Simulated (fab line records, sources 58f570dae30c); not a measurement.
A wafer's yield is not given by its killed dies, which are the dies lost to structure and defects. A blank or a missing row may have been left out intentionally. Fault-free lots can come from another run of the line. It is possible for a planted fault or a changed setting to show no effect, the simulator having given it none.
Which tool was responsible?	flow berkeleyCmos170	14 lots with 42 wafers sampled at 4 steps, on a route of 331 steps

WHAT EACH GAUGE READ, for each wafer
UCB170_V1_BOW_MEAS_03.
lot	measured	on	V1_BOW (um)
L723	day 7 14:10	filmMetro-03	19 23 15
L724	day 7 23:59	filmMetro-01	15 17 13
L726	day 8 06:44	filmMetro-02	19 23 13
L729	day 8 19:59	filmMetro-01	11 16 22
L731	day 8 20:32	filmMetro-03	23 14 22
L730	day 8 20:16	filmMetro-02	20 26 24
L732	day 9 13:30	filmMetro-03	16 18 16
L733	day 9 13:44	filmMetro-01	21 19 24
L735	day 10 03:34	filmMetro-03	27 16 21
L738	day 10 20:23	filmMetro-01	22 27 18
L740	day 11 12:32	filmMetro-03	22 5 17
L744	day 12 02:47	filmMetro-01	21 12 12
L746	day 12 13:16	filmMetro-02	21 11 11
L745	day 12 13:36	filmMetro-01	26 26 24

UCB170_M3_BOW_MEAS_20.
lot	measured	on	M3_BOW (um)
L723	day 8 01:53	filmMetro-03	38 43 35
L724	day 8 11:45	filmMetro-03	30 33 28
L726	day 8 16:39	filmMetro-04	37 41 31
L729	day 9 06:10	filmMetro-02	28 32 39
L731	day 9 07:13	filmMetro-02	41 33 41
L730	day 9 06:29	filmMetro-04	43 48 47
L732	day 10 00:32	filmMetro-02	32 31 30
L733	day 10 00:19	filmMetro-04	37 35 40
L735	day 10 14:20	filmMetro-04	43 33 37
L738	day 11 09:34	filmMetro-04	39 44 36
L740	day 12 01:08	filmMetro-02	38 21 32
L744	day 12 16:58	filmMetro-02	40 31 31
L746	day 12 23:58	filmMetro-04	40 29 28
L745	day 13 00:52	filmMetro-04	42 43 40

WHICH TOOL RAN EACH LOT (tool, then ch and the chambers of the sampled wafers, then the start)
lot	UCB170_PWELL_IMPLANT_15	UCB170_M3_STRIP_07
L723	implanter-03 ch 0, day 2 22:50	plasmaAsher-01 ch 0,1, day 7 23:02
L724	implanter-03 ch 0, day 3 13:25	plasmaAsher-04 ch 0, day 8 09:52
L726	implanter-01 ch 0, day 3 21:04	plasmaAsher-01 ch 0,1, day 8 14:46
L729	implanter-01 ch 0, day 4 10:26	plasmaAsher-02 ch 0,1, day 9 04:26
L731	implanter-02 ch 0, day 4 13:33	plasmaAsher-04 ch 0,1, day 9 05:29
L730	implanter-01 ch 0, day 4 14:41	plasmaAsher-04 ch 0,1, day 9 04:44
L732	implanter-03 ch 0, day 4 21:29	plasmaAsher-02 ch 0,1, day 9 22:40
L733	implanter-02 ch 0, day 4 22:05	plasmaAsher-04 ch 0,1, day 9 22:13
L735	implanter-02 ch 0, day 5 08:46	plasmaAsher-01 ch 0,1, day 10 12:19
L738	implanter-03 ch 0, day 6 01:29	plasmaAsher-04 ch 1, day 11 06:32
L740	implanter-03 ch 0, day 6 15:31	plasmaAsher-02 ch 0,1, day 11 22:43
L744	implanter-02 ch 0, day 7 10:14	plasmaAsher-02 ch 0,1, day 12 14:59
L746	implanter-02 ch 0, day 7 21:17	plasmaAsher-02 ch 0,1, day 12 21:54
L745	implanter-01 ch 0, day 7 21:22	plasmaAsher-02 ch 0,1, day 12 23:01
- UCB170_PWELL_IMPLANT_15
- UCB170_M3_STRIP_07: strips in O2.

WHAT THE TOOLS THEMSELVES READ (means of the sampled wafers that have a number; where no wafer has one, the mark that the record gives instead)
UCB170_PWELL_IMPLANT_15.
lot	tool	beamEnergyKeV
L723	implanter-03	59.983
L724	implanter-03	59.992
L726	implanter-01	60.012
L729	implanter-01	60.016
L731	implanter-02	60.017
L730	implanter-01	59.996
L732	implanter-03	60.033
L733	implanter-02	60.003
L735	implanter-02	60.013
L738	implanter-03	65.738
L740	implanter-03	65.711
L744	implanter-02	59.989
L746	implanter-02	59.991
L745	implanter-01	60.012

UCB170_M3_STRIP_07.
lot	tool	drypumpMotorCurrentA (A)	oesProductAu (a.u.)	stripTimeToEndpointS (s)
L723	plasmaAsher-01	6.1	0.729	22.03
L724	plasmaAsher-04	5.6	0.737	22.11
L726	plasmaAsher-01	6.1	0.736	22.06
L729	plasmaAsher-02	5.1	0.733	22.06
L731	plasmaAsher-04	5.4	0.733	21.90
L730	plasmaAsher-04	5.5	0.736	22.04
L732	plasmaAsher-02	5.2	0.734	22.01
L733	plasmaAsher-04	5.4	0.736	21.90
L735	plasmaAsher-01	6.1	0.739	22.03
L738	plasmaAsher-04	5.3	0.734	21.94
L740	plasmaAsher-02	5.2	0.731	22.00
L744	plasmaAsher-02	5.2	0.737	22.03
L746	plasmaAsher-02	5.2	0.736	21.96
L745	plasmaAsher-02	5.2	0.735	21.94

THE ANSWER, worked out from the rows above alone
Rule: the lots themselves supply what counts as usual. Put in order of their means at a reading, lots are off if they are a third of the lots or fewer, leave a main group of 4 or more, and stand apart from it by a gap of 3 or more times the standard deviation of the main group's means; of several such gaps the widest counts. A main group is skipped when, at the precision printed for the reading in the tables above, its means are all equal. Also off: a lot with no number at a reading for which 4 or more lots have one. The other lots that the step has rows for count as sound. Order of review: gauges by route order, followed by the tools' own readings, for which a lot's mean as printed above is used. The first step at which some lot is off is used, and at that step the reading that is off furthest; a lot without a number counts as furthest.
Off: L738, L740 (UCB170_PWELL_IMPLANT_15, beamEnergyKeV). The main group has a mean of 60.005 with a standard deviation of 0.014.
A tool fits if, at that step or a process step before it, it ran every lot that is off, and no sound lot after the first of them. One fits: UCB170_PWELL_IMPLANT_15 on implanter-03. Its last sound lot is L732 (day 4 21:29), its first lot that is off L738 (day 6 01:29): a fault that began between those two fits.
The tool's own readings at UCB170_PWELL_IMPLANT_15 bear it out: on the lots that are off they differ by more than 5 times the standard deviation of the sound lots' means. beamEnergyKeV reads 65.725 there against 60.005 on the sound lots.

WHAT THE SIMULATOR HAD INSERTED
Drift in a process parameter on implanter-03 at UCB170_PWELL_IMPLANT_15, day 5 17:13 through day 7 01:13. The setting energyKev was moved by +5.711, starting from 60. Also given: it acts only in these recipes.
Shown lots that were struck: L738, L740. This agrees with what the rule above found.
